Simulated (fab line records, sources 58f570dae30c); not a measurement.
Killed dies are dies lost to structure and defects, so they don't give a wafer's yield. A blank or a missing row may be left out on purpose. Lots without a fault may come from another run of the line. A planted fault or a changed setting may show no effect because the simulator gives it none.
fab line records | flow berkeley_cmos170 | part 2 of 2: steps 27 to 35 of 35
record lots=5 wafers=15 last_day=11
route steps=331 shown NLDD@162 SPACER@171 PSD@175 NSD@187
lots that met no fault: from a run of the same line without faults
start_h: hours from the record's first day to the start of the lot's first wafer shown | wait_h: hours since the lot's step before | " the same as in the row above | L1.1+2: a row that stands for several wafers | - no value, or no start given | * or withheld: withheld | < > ~ a bound
route shown NAME@n: a module of which the file shows steps, and the number in the route of the first | usual: mean/standard deviation of fault-free wafers | same: alike in all rows | chamber/n: place in a boat | sites: the reading at each site | _std_site: their standard deviation | _edge_site: outer sites' mean less inner sites' | radius_mm: how far each site lies from the wafer's centre | mask NAME#n: copy n | behind: the tool/chamber that last shaped the wafer | hold: why the lot was held/for how many hours/how that ended | device: the transistor (n, p or np) that didn't switch | end of line: the same wafers' tests at the end of the route | a step without rows: its recipe alone | killed: dies lost to structure and defects at the first sort, not the wafer's yield | map: a wafer's dies, x killed, . not, _ none there
set.NAME: the setting as run; set.NAME@STEP: as run at that earlier step | model.NAME: the simulator's own value behind a step, which no gauge read
lots at some steps of the route; a table a step, a row a wafer
services: from which hour (start_h, from the record's first day; less than 0 if before it) a tool's chamber was out of use, for how many hours, and why
## steps
# step UCB170_NSD_COAT_01
# recipe resist=KrF spin_rpm=1500 resist_thk_nm=900
# usual exhaust_pa=45.2/0.86
# columns lot.wafer tool chamber start_h wait_h exhaust_pa
L074.3 litho_track-03 0 124.89 0.1 46.5
L074.4 " 0 " " 46.2
L074.6 " 0 " " 45.6
L083.2 litho_track-01 0 172.16 0.1 44.4
L083.5 " 0 " " 44.6
L083.6 " 0 " " 45.3
L084.1 litho_track-01 0 178.50 0.1 45.2
L084.2 " 0 " " 46.7
L084.3 " 0 " " 45.4
L093.1 litho_track-02 0 224.49 0.1 45.8
L093.2 " 0 " " 43.8
L093.6 " 0 " " 46.1
L092.1 litho_track-01 0 224.49 0.1 46.2
L092.4 " 0 " " 45.8
L092.5 " 0 " " 46.1
# step UCB170_NSD_SOFTBAKE_02
# recipe resist=KrF temp_c=130 time_s=60
# usual exhaust_pa=44.9/0.93
# columns lot.wafer tool chamber start_h wait_h exhaust_pa
L074.3 litho_track-03 0 125.04 0.1 45.0
L074.4 " 0 " " 44.1
L074.6 " 0 " " 42.9
L083.2 litho_track-01 0 172.31 0.1 46.2
L083.5 " 0 " " 45.4
L083.6 " 0 " " 44.7
L084.1 litho_track-01 0 178.65 0.1 43.6
L084.2 " 0 " " 44.3
L084.3 " 0 " " 45.5
L093.1 litho_track-02 0 224.64 0.1 45.3
L093.2 " 0 " " 45.2
L093.6 " 0 " " 45.2
L092.1 litho_track-01 0 224.64 0.1 46.0
L092.4 " 0 " " 45.7
L092.5 " 0 " " 45.5
# step UCB170_NSD_EXPOSE_03
# recipe mask_id=NSELECT_MOD na=0.5 sigma_outer=0.6 source_shape=conventional target_cd_nm=1200 dose_mj=30
# usual exposure_dose_mJ_cm2=30.14/0.032
# columns lot.wafer tool chamber start_h wait_h mask exposure_dose_mJ_cm2
L074.3 krf_scanner-01 0 125.30 0.2 NSELECT_MOD#0 30.15
L074.4 " 0 " " NSELECT_MOD#0 30.16
L074.6 " 0 " " NSELECT_MOD#0 30.15
L083.2 krf_scanner-01 0 172.45 0.1 NSELECT_MOD#0 30.14
L083.5 " 0 " " NSELECT_MOD#0 30.12
L083.6 " 0 " " NSELECT_MOD#0 30.16
L084.1 krf_scanner-02 0 178.93 0.2 NSELECT_MOD#0 30.18
L084.2 " 0 " " NSELECT_MOD#0 30.15
L084.3 " 0 " " NSELECT_MOD#0 30.14
L093.1 krf_scanner-01 0 224.96 0.3 NSELECT_MOD#0 30.12
L093.2 " 0 " " NSELECT_MOD#0 30.14
L093.6 " 0 " " NSELECT_MOD#0 30.16
L092.1 krf_scanner-01 0 225.07 0.4 NSELECT_MOD#0 30.11
L092.4 " 0 " " NSELECT_MOD#0 30.14
L092.5 " 0 " " NSELECT_MOD#0 30.16
# step UCB170_NSD_PEB_04
# recipe peb_temp_c=130 peb_time_s=withheld resist=KrF
# usual exhaust_pa=44.7/0.92
# columns lot.wafer tool chamber start_h wait_h exhaust_pa
L074.3 litho_track-02 0 125.43 0.1 44.3
L074.4 " 0 " " 44.4
L074.6 " 0 " " 44.0
L083.2 litho_track-02 0 172.98 0.5 44.6
L083.5 " 0 " " 44.8
L083.6 " 0 " " 44.2
L084.1 litho_track-03 0 179.33 0.4 45.1
L084.2 " 0 " " 45.5
L084.3 " 0 " " 46.0
L093.1 litho_track-02 0 225.34 0.4 46.7
L093.2 " 0 " " 44.5
L093.6 " 0 " " 44.7
L092.1 litho_track-01 0 225.37 0.3 45.9
L092.4 " 0 " " 46.0
L092.5 " 0 " " 46.6
# step UCB170_NSD_DEVELOP_05
# recipe developer=TMAH develop_time_s=45 resist=KrF dev_temp_c=21
# usual exhaust_pa=44.9/0.89
# columns lot.wafer tool chamber start_h wait_h exhaust_pa
L074.3 litho_track-02 0 - - 46.7
L074.4 " 0 " " 44.6
L074.6 " 0 " " 44.7
L083.2 litho_track-02 0 - - 43.6
L083.5 " 0 " " 44.4
L083.6 " 0 " " 44.9
L084.1 litho_track-03 0 - - 44.6
L084.2 " 0 " " 44.6
L084.3 " 0 " " 44.9
L093.1 litho_track-02 0 - - 43.3
L093.2 " 0 " " 44.1
L093.6 " 0 " " 44.8
L092.1 litho_track-01 0 - - 44.9
L092.4 " 0 " " 44.8
L092.5 " 0 " " 43.9
# step UCB170_NSD_CD_MEAS_06
# recipe target_cd_nm=1200
# usual cd_nm=1199.9/1.6
# columns lot.wafer tool chamber start_h wait_h cd_nm
L074.3 cd_sem-02 - 125.69 - 1201.3
L074.4 " - " " 1199.8
L074.6 " - " " 1201.3
L083.2 cd_sem-01 - 173.26 - 1200.7
L083.5 " - " " 1202.2
L083.6 " - " " 1201.4
L084.1 cd_sem-02 - 179.61 - 1197.3
L084.2 " - " " 1198.1
L084.3 " - " " 1197.5
L093.1 cd_sem-02 - 225.62 - 1199.7
L093.2 " - " " 1201.8
L093.6 " - " " 1200.6
L092.1 cd_sem-01 - 225.64 - 1199.8
L092.4 " - " " 1200.6
L092.5 " - " " 1198.0
# step UCB170_NSD_OVL_MEAS_07
# usual NSD_OVL=2/5.4
# columns lot.wafer tool chamber start_h wait_h NSD_OVL[nm]
L074.3 overlay-01 - 125.79 0.1 0
L074.4 " - " " 5
L074.6 " - " " 8
L083.2 overlay-02 - 173.37 0.1 5
L083.5 " - " " 0
L083.6 " - " " 2
L084.1 overlay-02 - 179.73 0.1 6
L084.2 " - " " 1
L084.3 " - " " 4
L093.1 overlay-01 - 225.74 0.1 -9
L093.2 " - " " -3
L093.6 " - " " 5
L092.1 overlay-02 - 225.76 0.1 -8
L092.4 " - " " 3
L092.5 " - " " 1
# step UCB170_NSD_IMPLANT_08
# recipe species=P dose_cm2=3e+15 energy_kev=40 tilt_deg=7
# columns lot.wafer tool chamber start_h wait_h
L074.3+4+6 implanter-01 0 125.86 0.1
L083.2+5+6 implanter-03 0 173.42 0.0
L084.1+2+3 implanter-01 0 179.77 0.0
L093.1+2+6 implanter-01 0 225.77 0.0
L092.1+4+5 implanter-03 0 225.80 0.0
# step UCB170_NSD_STRIP_09
# recipe chemistry=O2 power_w=400 pressure_mtorr=3500 platen_temp_c=withheld o2_flow_sccm=400 overash_fraction=0.5
# usual chamber_pressure_mTorr=3500/4.5 drypump_motor_current_A=5.6/0.46 o2_flow_sccm=400.1/1.2 oes_product_au=0.534/0.0044 strip_time_to_endpoint_s=35.86/0.099
# same overash_fraction=0.5
# columns lot.wafer tool chamber start_h wait_h chamber_pressure_mTorr drypump_motor_current_A o2_flow_sccm oes_product_au rf_hours_counter_h strip_time_to_endpoint_s
L074.3 plasma_asher-04 0 125.99 0.1 3503 4.9 400.0 0.531 - 35.85
L074.4 " 1 " " 3502 5.4 399.8 0.534 - 35.86
L074.6 " 0 " " 3504 4.9 401.5 0.539 - 35.82
L083.2 plasma_asher-02 1 173.55 0.1 3503 5.8 400.3 0.531 47 35.79
L083.5 " 1 " " 3501 5.8 400.5 0.539 - 35.76
L083.6 " 0 " " 3497 6.3 400.7 0.534 - 35.83
L084.1 plasma_asher-04 0 179.92 0.1 3500 4.9 402.1 0.534 46 35.87
L084.2 " 1 " " 3497 5.4 401.2 0.533 46 35.82
L084.3 " 1 " " 3500 5.4 399.9 0.540 - 35.82
L093.1 plasma_asher-03 0 225.92 0.1 3492 5.6 400.1 0.539 11 35.97
L093.2 " 1 " " 3503 5.6 400.8 0.532 11 36.07
L093.6 " 0 " " 3503 5.6 401.4 0.532 - 36.02
L092.1 plasma_asher-04 1 225.95 0.1 3494 5.4 401.0 0.531 50 35.80
L092.4 " 1 " " 3498 5.4 401.1 0.526 - 35.72
L092.5 " 0 " " 3499 4.9 399.7 0.535 - 35.79
## services
# columns tool chamber start_h hours kind
implanter-04 - 98.40 1.2 repair
krf_scanner-01 - 99.35 0.8 pm
implanter-02 - 101.16 1.4 repair
implanter-01 - 105.72 5.2 repair
krf_scanner-02 - 110.43 3.6 pm
krf_scanner-01 - 118.36 0.5 repair
krf_scanner-01 - 128.20 0.4 repair
plasma_asher-01 - 129.76 0.6 repair
pecvd-03 - 133.31 1.4 repair
krf_scanner-01 - 139.13 1.3 pm
pecvd-03 - 143.11 0.7 repair
implanter-03 - 144.40 7.0 pm
furnace-02 - 148.04 3.1 pm
implanter-03 - 152.40 1.2 repair
krf_scanner-02 - 155.64 4.4 pm
implanter-03 - 157.03 6.0 repair
implanter-03 - 157.14 1.2 repair
implanter-03 - 163.04 10.1 pm
plasma_asher-04 - 187.11 9.0 repair
krf_scanner-01 - 189.05 1.0 pm
plasma_asher-01 - 191.03 0.8 repair
plasma_asher-01 - 201.94 7.3 repair
krf_scanner-02 - 203.03 1.3 pm
krf_scanner-01 - 210.41 1.0 repair
